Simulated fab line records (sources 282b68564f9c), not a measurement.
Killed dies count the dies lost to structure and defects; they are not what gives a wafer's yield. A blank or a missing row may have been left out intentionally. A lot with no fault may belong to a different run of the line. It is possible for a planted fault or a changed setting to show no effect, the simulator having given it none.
fab line records	flow rit_cmos
record lots=14	wafers=42	last_day=7
route steps=202 shown GATE@81 PSD@151 SILICIDE@163 M1@202
lots that met no fault: from a run of the same line without faults
start_h: start of the lot's first displayed wafer, in hours after the record's first day	wait_h: how many hours have passed since the lot's step before this one	" as in the row above	L1.1+2: a row that stands for several wafers	- value missing, or start not given	* or withheld: withheld	< > ~ a bound
route shown NAME@n: NAME is a module with steps in the file, n the number in the route of the first one	usual: mean/standard deviation of fault-free wafers	same: alike in all rows	chamber/n: place in a boat	sites: each site's reading	_std_site: how widely they spread, as a standard deviation	_edge_site: inner sites' mean taken away from outer sites' mean	radius_mm: for every site, how far away it sits from the centre of the wafer	mask NAME#n: copy n	behind: the tool/chamber that last shaped the wafer	hold: reason for holding the lot/hours on hold/outcome of the hold	device: which transistor (n, p or np) failed to switch	end of line: the same wafers' tests at the end of the route	a step given without rows: its recipe and nothing more	killed: not the wafer's yield, but the dies lost to structure and defects at the first sort	map: the dies of a wafer, with x for killed, . for not killed, _ for no die there
set.NAME: the run value of the setting; set.NAME@STEP: its run value at that earlier step	model.NAME: the simulator's own value behind a step, which no gauge read
steps of the route over a sample of lots; a table a step, a row a wafer
services: when a tool's chamber went out of use (start_h, in hours from the record's first day, below 0 if earlier), for how many hours, and the reason
## steps
# step RIT_GATE_OXIDATION_05
# recipe temp_c=900	ambient=O2	target_thk_a=30	ox_time_s=270
# usual ox_temp_c=900.0/0.42	tube_center_temp_C=900/0.087	zone_power_source_pct=24.7/1.4
lot.wafer	tool	chamber	start_h	wait_h	ox_temp_c	tube_center_temp_C	zone_power_source_pct
L199.1	furnace-04	0	35.56	1.2	900.0	900.01	25.0
L199.3	"	0	"	"	899.6	899.98	24.7
L199.6	"	0	"	"	900.0	899.8	25.3
L200.1	furnace-01	0	39.76	0.2	899.5	899.85	25.8
L200.3	"	0	"	"	900.0	900.09	26.0
L200.5	"	0	"	"	900.0	900.03	26.1
L201.1	furnace-01	0	46.63	1.7	900.0	899.97	25.4
L201.4	"	0	"	"	899.9	900.07	26.4
L201.5	"	0	"	"	900.1	899.92	25.9
L202.3	furnace-01	0	54.72	2.1	900.5	899.96	25.4
L202.4	"	0	"	"	899.9	900.02	26.0
L202.6	"	0	"	"	900.0	900.24	26.4
L203.1	furnace-03	0	61.11	2.4	899.4	900.06	22.6
L203.2	"	0	"	"	899.7	900.07	22.3
L203.6	"	0	"	"	900.0	899.85	22.4
L206.1	furnace-03	0	76.88	1.2	900.6	899.91	22.5
L206.2	"	0	"	"	900.8	900	22.6
L206.3	"	0	"	"	900.4	900.08	22.6
L207.2	furnace-04	0	78.64	0.8	899.6	900.11	25.0
L207.4	"	0	"	"	899.9	899.99	25.3
L207.5	"	0	"	"	899.5	899.98	24.6
L208.3	furnace-04	0	83.21	0.5	899.3	899.95	24.8
L208.5	"	0	"	"	899.9	899.91	24.6
L208.6	"	0	"	"	900.0	899.82	24.9
L209.3	furnace-04	0	88.77	2.3	899.7	899.92	24.3
L209.4	"	0	"	"	899.3	899.99	24.4
L209.6	"	0	"	"	899.9	899.88	25.1
L211.2	furnace-01	0	94.90	0.5	899.7	900.01	25.9
L211.3	"	0	"	"	900.0	900.07	25.9
L211.5	"	0	"	"	900.4	899.96	25.8
L212.4	furnace-01	0	100.09	1.2	899.4	900.01	25.9
L212.5	"	0	"	"	899.5	899.84	26.0
L212.6	"	0	"	"	899.7	899.95	26.2
L213.1	furnace-04	0	109.45	1.7	899.8	900.08	24.8
L213.2	"	0	"	"	900.2	899.96	24.6
L213.5	"	0	"	"	900.0	899.98	25.4
L219.2	furnace-01	0	134.34	1.1	899.9	900.13	26.2
L219.3	"	0	"	"	898.9	900.21	26.0
L219.6	"	0	"	"	899.6	899.98	25.8
L221.1	furnace-03	0	144.17	0.1	900.1	900.01	22.3
L221.3	"	0	"	"	900.3	899.85	22.5
L221.6	"	0	"	"	900.0	900.09	22.4
# step RIT_PSD_STRIP_09
# recipe chemistry=O2	time_s=180	resist=NOVOLAK	platen_temp_c=withheld	power_w=500	pressure_mtorr=4000	o2_flow_sccm=4000
# usual drypump_motor_current_A=5.84/0.2	o2_flow_sccm=3999/12
# same time_s=180
lot.wafer	tool	chamber	start_h	wait_h	drypump_motor_current_A	o2_flow_sccm	rf_hours_counter_h
L199.1	plasma_asher-02	0	53.79	0.1	5.70	3993	41
L199.3	"	1	"	"	5.84	3980	-
L199.6	"	1	"	"	5.84	3982	-
L200.1	plasma_asher-03	0	59.27	0.1	5.77	3986	41
L200.3	"	0	"	"	5.78	3998	-
L200.5	"	1	"	"	5.64	4015	-
L201.1	plasma_asher-02	1	69.49	0.1	5.89	3981	42
L201.4	"	1	"	"	5.89	4006	-
L201.5	"	1	"	"	5.87	3991	-
L202.3	plasma_asher-02	0	74.27	0.1	5.65	4003	-
L202.4	"	1	"	"	5.84	3973	-
L202.6	"	0	"	"	5.68	3996	-
L203.1	plasma_asher-04	0	78.59	0.1	6.19	3989	27
L203.2	"	1	"	"	6.22	4013	27
L203.6	"	0	"	"	6.22	3988	-
L206.1	plasma_asher-02	1	96.41	0.1	5.84	4000	45
L206.2	"	0	"	"	5.69	4015	45
L206.3	"	0	"	"	5.66	4018	-
L207.2	plasma_asher-04	0	99.16	0.1	6.18	3976	29
L207.4	"	0	"	"	6.19	3974	-
L207.5	"	1	"	"	6.17	4003	-
L208.3	plasma_asher-02	1	102.16	0.1	5.88	3990	-
L208.5	"	1	"	"	5.89	3997	-
L208.6	"	0	"	"	5.70	3988	-
L209.3	plasma_asher-03	1	106.21	0.1	5.63	4013	-
L209.4	"	0	"	"	5.75	4000	-
L209.6	"	0	"	"	5.76	3993	-
L211.2	plasma_asher-04	0	114.61	0.1	6.18	4011	31
L211.3	"	0	"	"	6.18	4015	-
L211.5	"	0	"	"	6.20	4013	-
L212.4	plasma_asher-03	0	118.85	0.1	5.77	4001	-
L212.5	"	0	"	"	5.77	3974	-
L212.6	"	1	"	"	5.64	4021	-
L213.1	plasma_asher-02	1	126.62	0.1	5.85	4000	1
L213.2	"	0	"	"	5.66	4000	1
L213.5	"	1	"	"	5.85	3998	-
L219.2	plasma_asher-03	0	153.47	0.1	5.77	4030	52
L219.3	"	0	"	"	5.77	4012	-
L219.6	"	1	"	"	5.64	4006	-
L221.1	plasma_asher-02	0	160.58	0.1	5.71	4002	5
L221.3	"	1	"	"	5.88	4008	-
L221.6	"	0	"	"	5.72	4024	-
# step RIT_SILICIDE_RS_MEAS_02
# recipe thk_meas_gauge=four-point-probe	reads=Ti_of_SILICIDE_SPUTTER_01
# usual SILICIDE_TI_RS=47.8/0.64
lot.wafer	tool	chamber	start_h	wait_h	SILICIDE_TI_RS[ohm/sq]
L199.1	film_metro-04	-	55.12	0.1	47.0
L199.3	"	-	"	"	47.5
L199.6	"	-	"	"	47.1
L200.1	film_metro-02	-	60.68	0.1	47.8
L200.3	"	-	"	"	47.1
L200.5	"	-	"	"	47.7
L201.1	film_metro-01	-	70.80	0.1	48.0
L201.4	"	-	"	"	47.7
L201.5	"	-	"	"	48.5
L202.3	film_metro-01	-	75.61	0.1	47.6
L202.4	"	-	"	"	47.8
L202.6	"	-	"	"	47.4
L203.1	film_metro-02	-	79.90	0.1	47.3
L203.2	"	-	"	"	47.2
L203.6	"	-	"	"	47.6
L206.1	film_metro-04	-	97.72	0.1	48.1
L206.2	"	-	"	"	48.8
L206.3	"	-	"	"	48.9
L207.2	film_metro-04	-	100.49	0.1	46.8
L207.4	"	-	"	"	46.2
L207.5	"	-	"	"	46.9
L208.3	film_metro-01	-	103.44	0.1	48.8
L208.5	"	-	"	"	49.3
L208.6	"	-	"	"	49.1
L209.3	film_metro-01	-	107.53	0.1	47.6
L209.4	"	-	"	"	46.9
L209.6	"	-	"	"	47.7
L211.2	film_metro-01	-	115.95	0.1	47.3
L211.3	"	-	"	"	48.0
L211.5	"	-	"	"	47.4
L212.4	film_metro-01	-	120.18	0.1	47.5
L212.5	"	-	"	"	47.4
L212.6	"	-	"	"	47.8
L213.1	film_metro-01	-	127.93	0.1	47.8
L213.2	"	-	"	"	47.4
L213.5	"	-	"	"	47.2
L219.2	film_metro-01	-	154.97	0.1	48.1
L219.3	"	-	"	"	47.7
L219.6	"	-	"	"	47.7
L221.1	film_metro-01	-	161.88	0.1	47.8
L221.3	"	-	"	"	47.7
L221.6	"	-	"	"	48.0
# step RIT_SILICIDE_THK_MEAS_03
# recipe thk_meas_gauge=xrf	reads=Ti_of_SILICIDE_SPUTTER_01
# usual SILICIDE_TI_THK=29.5/0.34
lot.wafer	tool	chamber	start_h	wait_h	SILICIDE_TI_THK[nm]
L199.1	film_metro-04	-	55.24	0.1	30.0
L199.3	"	-	"	"	29.6
L199.6	"	-	"	"	30.0
L200.1	film_metro-02	-	60.80	0.1	29.8
L200.3	"	-	"	"	30.0
L200.5	"	-	"	"	29.7
L201.1	film_metro-01	-	70.92	0.1	29.2
L201.4	"	-	"	"	29.4
L201.5	"	-	"	"	29.0
L202.3	film_metro-01	-	75.71	0.1	29.6
L202.4	"	-	"	"	29.3
L202.6	"	-	"	"	29.7
L203.1	film_metro-02	-	80.02	0.1	29.7
L203.2	"	-	"	"	29.7
L203.6	"	-	"	"	29.5
L206.1	film_metro-04	-	97.84	0.1	29.4
L206.2	"	-	"	"	29.0
L206.3	"	-	"	"	29.0
L207.2	film_metro-04	-	100.60	0.1	30.2
L207.4	"	-	"	"	30.5
L207.5	"	-	"	"	30.0
L208.3	film_metro-01	-	103.54	0.1	29.3
L208.5	"	-	"	"	28.9
L208.6	"	-	"	"	28.9
L209.3	film_metro-01	-	107.63	0.1	29.8
L209.4	"	-	"	"	30.1
L209.6	"	-	"	"	29.7
L211.2	film_metro-01	-	116.06	0.1	29.8
L211.3	"	-	"	"	29.5
L211.5	"	-	"	"	29.6
L212.4	film_metro-01	-	120.27	0.1	29.5
L212.5	"	-	"	"	29.7
L212.6	"	-	"	"	29.4
L213.1	film_metro-01	-	128.05	0.1	29.2
L213.2	"	-	"	"	29.6
L213.5	"	-	"	"	29.7
L219.2	film_metro-01	-	155.08	0.1	29.5
L219.3	"	-	"	"	29.7
L219.6	"	-	"	"	29.7
L221.1	film_metro-01	-	162.00	0.1	29.5
L221.3	"	-	"	"	29.7
L221.6	"	-	"	"	29.5
# step RIT_M1_PROBE_99
# usual killed_at_contacts=0.1/0.36	killed_at_front_end=7/3.1	killed_dies=7/3.1	killed_on_rim=1.9/1.4	killed_open=3.6/2.1	killed_short=3.2/1.9
# same gross_dies=264	killed_at_M0_to_M3=0	killed_at_M4_up=0	killed_at_back_side=0	killed_at_other=0
lot.wafer	tool	chamber	start_h	wait_h	killed_at_contacts	killed_at_front_end	killed_dies	killed_on_rim	killed_open	killed_short
L199.1	prober-01	-	62.18	0.1	0	6	6	3	4	2
L199.3	prober-01	-	62.28	0.2	0	6	6	0	1	5
L199.6	prober-01	-	62.43	0.2	0	9	9	2	4	5
L200.1	prober-02	-	68.15	0.1	0	14	14	6	6	8
L200.3	prober-02	-	68.25	0.2	0	11	11	1	5	6
L200.5	prober-02	-	68.35	0.2	0	13	13	4	6	7
L201.1	prober-01	-	77.75	0.1	0	1	1	0	1	0
L201.4	prober-01	-	77.90	0.2	0	6	6	2	2	4
L201.5	prober-01	-	77.95	0.2	0	8	8	0	4	4
L202.3	prober-02	-	82.47	0.2	0	6	6	0	1	5
L202.4	prober-02	-	82.52	0.2	0	8	8	3	5	3
L202.6	prober-02	-	82.62	0.2	0	6	6	2	2	4
L203.1	prober-01	-	86.88	0.1	0	8	8	1	5	3
L203.2	prober-01	-	86.93	0.1	0	6	6	3	5	1
L203.6	prober-01	-	87.13	0.2	0	5	5	2	2	3
L206.1	prober-02	-	104.77	0.1	0	15	15	4	8	7
L206.2	prober-02	-	104.82	0.1	1	4	5	3	3	2
L206.3	prober-02	-	104.87	0.2	2	6	8	3	4	4
L207.2	prober-01	-	107.49	0.1	0	5	5	1	3	2
L207.4	prober-01	-	107.59	0.2	0	8	8	0	4	4
L207.5	prober-01	-	107.64	0.2	1	7	8	0	3	5
L208.3	prober-02	-	110.26	0.2	0	9	9	2	5	4
L208.5	prober-02	-	110.36	0.2	0	13	13	5	7	6
L208.6	prober-02	-	110.41	0.2	0	3	3	0	1	2
L209.3	prober-01	-	114.46	0.2	0	72	72	19	6	2
L209.4	prober-01	-	114.51	0.2	0	72	72	19	3	2
L209.6	prober-01	-	114.61	0.2	0	87	87	24	2	1
L211.2	prober-01	-	122.85	0.1	0	9	9	1	2	7
L211.3	prober-01	-	122.90	0.2	0	13	13	5	9	3
L211.5	prober-01	-	123.00	0.2	0	5	5	0	2	2
L212.4	prober-02	-	127.16	0.2	0	11	11	2	6	5
L212.5	prober-02	-	127.21	0.2	0	8	8	0	4	4
L212.6	prober-02	-	127.26	0.2	0	6	6	0	2	4
L213.1	prober-01	-	134.92	0.1	0	84	84	19	0	2
L213.2	prober-01	-	134.97	0.1	0	70	70	18	2	6
L213.5	prober-01	-	135.12	0.2	0	86	86	22	5	3
L219.2	prober-01	-	161.76	0.1	0	10	10	4	5	5
L219.3	prober-01	-	161.81	0.2	0	7	7	3	2	5
L219.6	prober-01	-	161.96	0.2	0	6	6	2	4	2
L221.1	prober-01	-	168.78	0.1	0	9	9	3	5	4
L221.3	prober-01	-	168.88	0.2	0	2	2	1	1	1
L221.6	prober-01	-	169.03	0.2	1	5	6	1	4	2
# killed by level:class
L199.1 SPACER:geometric_particle:open=3 GATE:geometric_particle:short=1 GATE:geometric_particle:open=1 REOX:geometric_particle:short=1
L199.3 GATE:geometric_particle:short=2 ACTIVE:geometric_particle:short=1 FOX2:geometric_particle:open=1 FOX2:geometric_particle:short=1 SPACER:geometric_particle:short=1
L199.6 SPACER:geometric_particle:open=2 FOX1:geometric_particle:short=1 FOX2:geometric_particle:open=1 GATE:geometric_particle:open=1 GATE:geometric_particle:short=1 REOX:geometric_particle:short=1 SPACER:geometric_particle:short=1 SILICIDE:geometric_particle:short=1
L200.1 SPACER:geometric_particle:short=3 SILICIDE:geometric_particle:short=3 GATE:geometric_particle:short=2 REOX:geometric_particle:open=2 FOX1:geometric_particle:open=1 GATE:geometric_particle:open=1 SPACER:geometric_particle:open=1 SILICIDE:geometric_particle:open=1
L200.3 GATE:geometric_particle:short=3 GATE:geometric_particle:open=2 SILICIDE:geometric_particle:short=2 ACTIVE:geometric_particle:open=1 REOX:geometric_particle:open=1 SPACER:geometric_particle:short=1 SILICIDE:geometric_particle:open=1
L200.5 GATE:geometric_particle:short=4 GATE:geometric_particle:open=2 SILICIDE:geometric_particle:open=2 SILICIDE:geometric_particle:short=2 REOX:geometric_particle:open=1 SPACER:geometric_particle:open=1 SPACER:geometric_particle:short=1
L201.1 REOX:geometric_particle:open=1
L201.4 FOX1:geometric_particle:short=1 GATE:geometric_particle:short=1 GATE:geometric_particle:open=1 SPACER:geometric_particle:open=1 SPACER:geometric_particle:short=1 SILICIDE:geometric_particle:short=1
L201.5 REOX:geometric_particle:short=2 FOX2:geometric_particle:open=1 GATE:geometric_particle:open=1 REOX:geometric_particle:open=1 SPACER:geometric_particle:open=1 SPACER:geometric_particle:short=1 SILICIDE:geometric_particle:short=1
L202.3 FOX1:geometric_particle:short=2 GATE:geometric_particle:short=1 REOX:geometric_particle:open=1 REOX:geometric_particle:short=1 SILICIDE:geometric_particle:short=1
L202.4 FOX1:geometric_particle:open=2 FOX2:geometric_particle:open=2 GATE:geometric_particle:open=1 GATE:geometric_particle:short=1 REOX:geometric_particle:short=1 SPACER:geometric_particle:short=1
L202.6 GATE:geometric_particle:short=2 FOX1:geometric_particle:short=1 GATE:geometric_particle:open=1 REOX:geometric_particle:open=1 SPACER:geometric_particle:short=1
L203.1 FOX1:geometric_particle:open=2 GATE:geometric_particle:open=2 SPACER:geometric_particle:short=2 REOX:geometric_particle:short=1 SPACER:geometric_particle:open=1
L203.2 GATE:geometric_particle:open=2 REOX:geometric_particle:open=2 FOX1:geometric_particle:open=1 SPACER:geometric_particle:short=1
L203.6 SILICIDE:geometric_particle:short=2 FOX1:geometric_particle:short=1 GATE:geometric_particle:open=1 SILICIDE:geometric_particle:open=1
L206.1 GATE:geometric_particle:short=4 GATE:geometric_particle:open=3 SPACER:geometric_particle:open=2 FOX1:geometric_particle:short=1 FOX2:geometric_particle:open=1 REOX:geometric_particle:open=1 SPACER:geometric_particle:short=1 SILICIDE:geometric_particle:open=1
L206.2 FOX1:geometric_particle:open=1 REOX:geometric_particle:short=1 SPACER:geometric_particle:open=1 SPACER:geometric_particle:short=1 CONTACT:geometric_particle:open=1
L206.3 GATE:geometric_particle:short=2 REOX:geometric_particle:open=2 FOX1:geometric_particle:open=1 SPACER:geometric_particle:short=1 CONTACT:geometric_particle:open=1 CONTACT:geometric_particle:short=1
L207.2 GATE:geometric_particle:open=3 GATE:geometric_particle:short=2
L207.4 GATE:geometric_particle:open=3 GATE:geometric_particle:short=3 REOX:geometric_particle:open=1 SPACER:geometric_particle:short=1
L207.5 GATE:geometric_particle:open=3 SILICIDE:geometric_particle:short=2 FOX2:geometric_particle:short=1 GATE:geometric_particle:short=1 CONTACT:geometric_particle:short=1
L208.3 FOX1:geometric_particle:open=3 FOX1:geometric_particle:short=2 FOX2:geometric_particle:open=2 FOX2:geometric_particle:short=2
L208.5 GATE:geometric_particle:open=3 GATE:geometric_particle:short=2 SPACER:geometric_particle:short=2 FOX1:geometric_particle:open=1 FOX2:geometric_particle:short=1 REOX:geometric_particle:open=1 SPACER:geometric_particle:open=1 SILICIDE:geometric_particle:open=1
L208.6 FOX1:geometric_particle:open=1 FOX2:geometric_particle:short=1 SILICIDE:geometric_particle:short=1
L209.3 GATE:unspecified=64 GATE:geometric_particle:open=4 GATE:geometric_particle:short=2 REOX:geometric_particle:open=1 SILICIDE:geometric_particle:open=1
L209.4 GATE:unspecified=67 GATE:geometric_particle:open=2 GATE:geometric_particle:short=1 REOX:geometric_particle:short=1 REOX:geometric_particle:open=1
L209.6 GATE:unspecified=84 GATE:geometric_particle:open=2 FOX1:geometric_particle:short=1
L211.2 REOX:geometric_particle:short=2 SPACER:geometric_particle:short=2 FOX2:geometric_particle:short=1 GATE:geometric_particle:short=1 SPACER:geometric_particle:open=1 SILICIDE:geometric_particle:short=1 SILICIDE:geometric_particle:open=1
L211.3 SILICIDE:geometric_particle:open=4 REOX:geometric_particle:open=3 SPACER:geometric_particle:open=2 FOX1:geometric_particle:short=1 SPACER:geometric_particle:short=1 SILICIDE:geometric_particle:short=1 NWELL:coat_microbubble_printed=1
L211.5 SILICIDE:geometric_particle:short=2 GATE:geometric_particle:open=1 REOX:geometric_particle:open=1 NWELL:coat_microbubble_printed=1
L212.4 GATE:geometric_particle:open=2 GATE:geometric_particle:short=2 SILICIDE:geometric_particle:short=2 FOX1:geometric_particle:open=1 FOX2:geometric_particle:open=1 REOX:geometric_particle:open=1 SPACER:geometric_particle:short=1 SPACER:geometric_particle:open=1
L212.5 SPACER:geometric_particle:short=3 GATE:geometric_particle:open=2 FOX1:geometric_particle:open=1 FOX1:geometric_particle:short=1 SPACER:geometric_particle:open=1
L212.6 GATE:geometric_particle:short=2 FOX1:geometric_particle:short=1 GATE:geometric_particle:open=1 REOX:geometric_particle:short=1 SPACER:geometric_particle:open=1
L213.1 GATE:unspecified=82 SPACER:geometric_particle:short=2
L213.2 GATE:unspecified=62 FOX1:geometric_particle:short=2 GATE:geometric_particle:short=2 GATE:geometric_particle:open=2 FOX2:geometric_particle:short=1 SILICIDE:geometric_particle:short=1
L213.5 GATE:unspecified=78 GATE:geometric_particle:open=3 FOX1:geometric_particle:open=1 FOX2:geometric_particle:short=1 FOX2:geometric_particle:open=1 GATE:geometric_particle:short=1 SILICIDE:geometric_particle:short=1
L219.2 SILICIDE:geometric_particle:short=3 SPACER:geometric_particle:open=2 FOX1:geometric_particle:open=1 GATE:geometric_particle:open=1 GATE:geometric_particle:short=1 SPACER:geometric_particle:short=1 SILICIDE:geometric_particle:open=1
L219.3 GATE:geometric_particle:short=2 SILICIDE:geometric_particle:short=2 GATE:geometric_particle:open=1 SPACER:geometric_particle:short=1 SILICIDE:geometric_particle:open=1
L219.6 REOX:geometric_particle:open=2 FOX2:geometric_particle:open=1 GATE:geometric_particle:open=1 REOX:geometric_particle:short=1 SPACER:geometric_particle:short=1
L221.1 GATE:geometric_particle:open=5 GATE:geometric_particle:short=2 FOX1:geometric_particle:short=1 REOX:geometric_particle:short=1
L221.3 FOX2:geometric_particle:open=1 GATE:geometric_particle:short=1
L221.6 GATE:geometric_particle:open=2 FOX1:geometric_particle:open=1 REOX:geometric_particle:short=1 SPACER:geometric_particle:open=1 CONTACT:geometric_particle:short=1
## services
tool	chamber	start_h	hours	kind
furnace-01	-	30.36	3.7	pm
furnace-04	-	42.17	16.0	pm
plasma_asher-04	-	105.75	0.9	repair
plasma_asher-02	-	108.75	9.0	pm
plasma_asher-02	0	108.75	9.0	vent_cycle
plasma_asher-02	1	108.75	9.0	vent_cycle
plasma_asher-02	0	117.75	-	clean
plasma_asher-02	1	117.75	-	clean
furnace-01	-	152.90	4.8	pm
## key
first_sign step=RIT_M1_PROBE_99	reading=killed_dies	direction=up	sigmas=23	usual=7	struck=78
effect step=RIT_M1_PROBE_99	reading=killed_at_front_end	direction=up	sigmas=23	usual=7	struck=78
met_at RIT_GATE_OXIDATION_05
struck_lots L209,L213
tester_left_out L209,L213
not_acting_at RIT_PSD_STRIP_09,RIT_SILICIDE_RS_MEAS_02,RIT_SILICIDE_THK_MEAS_03
onset_between 83.21 88.77
fault kind=chamber_particle_source	tool=furnace-04	chamber=-	onset_h=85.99	steps=RIT_GATE_OXIDATION_05	rate_per_visit_cm2=0.57728	end_h=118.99
# tester_left_out: of these lots the tester's yield and bins aren't shown, on N5 and GAA mostly nor the transistor test; their killed dies are dies lost to structure and defects alone, not to doping, threshold or leakage, so they don't give the yield
